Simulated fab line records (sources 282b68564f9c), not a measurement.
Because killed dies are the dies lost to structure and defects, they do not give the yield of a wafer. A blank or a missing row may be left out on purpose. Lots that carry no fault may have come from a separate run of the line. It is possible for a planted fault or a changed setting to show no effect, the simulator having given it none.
2 desks looking at one fault :: flow rit cmos :: only its own numbers are on each desk; what lay behind them is given at the end

METROLOGY DESK
Lot by lot, what the gauges showed, no matter which tool ran the lot: averages of those sampled wafers that carry a number. Any lot whose mean is over 4 standard deviations away from the usual mean is out of limits and marked OUT; that distance is given in the brackets.
Columns: A = FOX2_OXIDE_THK at RIT_FOX2_THK_MEAS_01, usual 352 nm; B = FIELD_OXIDE_LEFT_1_THK at RIT_FOX2_THK_MEAS_90, usual 324 nm; C = FIELD_OXIDE_LEFT_2_THK at RIT_FOX2_THK_MEAS_91, usual 256 nm
lot: L336
first seen here: day 1 19:58
A: 347
B: 320
C: 252

lot: L337
first seen here: day 2 00:04
A: 351
B: 324
C: 255

lot: L338
first seen here: day 2 05:19
A: 357
B: 329
C: 261

lot: L339
first seen here: day 2 10:41
A: 342
B: 315
C: 246

lot: L340
first seen here: day 2 15:34
A: 354
B: 326
C: 258

lot: L341
first seen here: day 2 22:30
A: 356
B: 328
C: 260

lot: L343
first seen here: day 3 08:40
A: 349
B: 321
C: 253

lot: L344
first seen here: day 3 13:29
A: 357
B: 329
C: 262

lot: L345
first seen here: day 3 17:38
A: 302 (-9.2) OUT
B: 275 (-9.0) OUT
C: 205 (-9.0) OUT

lot: L346
first seen here: day 3 23:01
A: 348
B: 321
C: 252

lot: L348
first seen here: day 4 08:03
A: 358
B: 331
C: 263

lot: L349
first seen here: day 4 12:23
A: 309 (-7.9) OUT
B: 281 (-7.8) OUT
C: 213 (-7.7) OUT

lot: L352
first seen here: day 5 04:19
A: 357
B: 330
C: 261

lot: L359
first seen here: day 6 13:57
A: 357
B: 329
C: 262
Finding of this desk: L345, L349 out of limits, first seen on L345 at day 3 17:38 (FOX2_OXIDE_THK at RIT_FOX2_THK_MEAS_01). L336, L337, L338, L339, L340, L341, L343, L344, L346, L348, L352, L359 stayed within limits.

AT THE TOOL OWNER'S DESK: furnace-04
The tool's own readings at RIT_FOX2_OXIDATION_00 (target thk 350.7 nm, ox time 1130 s): means of the sampled wafers that have a number, for each lot that ran on this tool. Any lot whose mean is over 4 standard deviations away from the usual mean is out of limits and marked OUT; that distance is given in the brackets.
Columns: A = spike tc centre C at RIT_FOX2_OXIDATION_00, usual 1101.8 C; B = spike tc load C at RIT_FOX2_OXIDATION_00, usual 1126.8 C; C = spike tc source C at RIT_FOX2_OXIDATION_00, usual 1128 C; D = tube center temp C at RIT_FOX2_OXIDATION_00, usual 1100 C; E = tube_center_temp_C_max at RIT_FOX2_OXIDATION_00, usual 1102.8; F = zone power load pct at RIT_FOX2_OXIDATION_00, usual 42 %
lot: L336
first seen here: day 1 18:38
A: 1101.6
B: 1127.9
C: 1132
D: 1100
E: 1102.7
F: 41

lot: L338
first seen here: day 2 04:00
A: 1101.8
B: 1129.6
C: 1131
D: 1100
E: 1102.9
F: 41

lot: L339
first seen here: day 2 09:22
A: 1101.4
B: 1127.8
C: 1132
D: 1100
E: 1102.5
F: 41

lot: L341
first seen here: day 2 21:11
A: 1101.2
B: 1127.7
C: 1132
D: 1100
E: 1102.7
F: 42

lot: L343
first seen here: day 3 07:22
A: 1102.1
B: 1127.5
C: 1131
D: 1100
E: 1102.7
F: 41

lot: L344
first seen here: day 3 12:10
A: 1101.5
B: 1127.9
C: 1131
D: 1100
E: 1102.7
F: 42

lot: L345
first seen here: day 3 16:18
A: 1075.5 (-27) OUT
B: 1101.7 (-17) OUT
C: 1106 (-4.8) OUT
D: 1075 (-99 or more) OUT
E: 1077.7 (-52) OUT
F: 39

lot: L349
first seen here: day 4 11:05
A: 1076.0 (-26) OUT
B: 1102.6 (-16) OUT
C: 1106 (-4.7) OUT
D: 1075 (-99 or more) OUT
E: 1077.9 (-52) OUT
F: 40
This desk's verdict: out of limits on L345, L349, starting with L345 at day 3 16:18 (spike tc centre C at RIT_FOX2_OXIDATION_00). L336, L338, L339, L341, L343, L344 stayed within limits.

TAKEN TOGETHER
The tool owner's desk had the chance to raise an alarm at day 3 16:18 on L345, L349.
Metrology desk: alarm possible at day 3 17:38 on L345, L349.
Of the lots named, all ran RIT_FOX2_OXIDATION_00 on furnace-04.

WHAT WAS PUT IN BY THE SIMULATOR
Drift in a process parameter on furnace-04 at RIT_FOX2_OXIDATION_00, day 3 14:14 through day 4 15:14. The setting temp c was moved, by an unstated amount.
Lots struck among those shown: L345, L349.
Counting hours from when the fault started, the first reading out of limits came at 2 for the tool owner's desk and at 3 for the metrology desk.
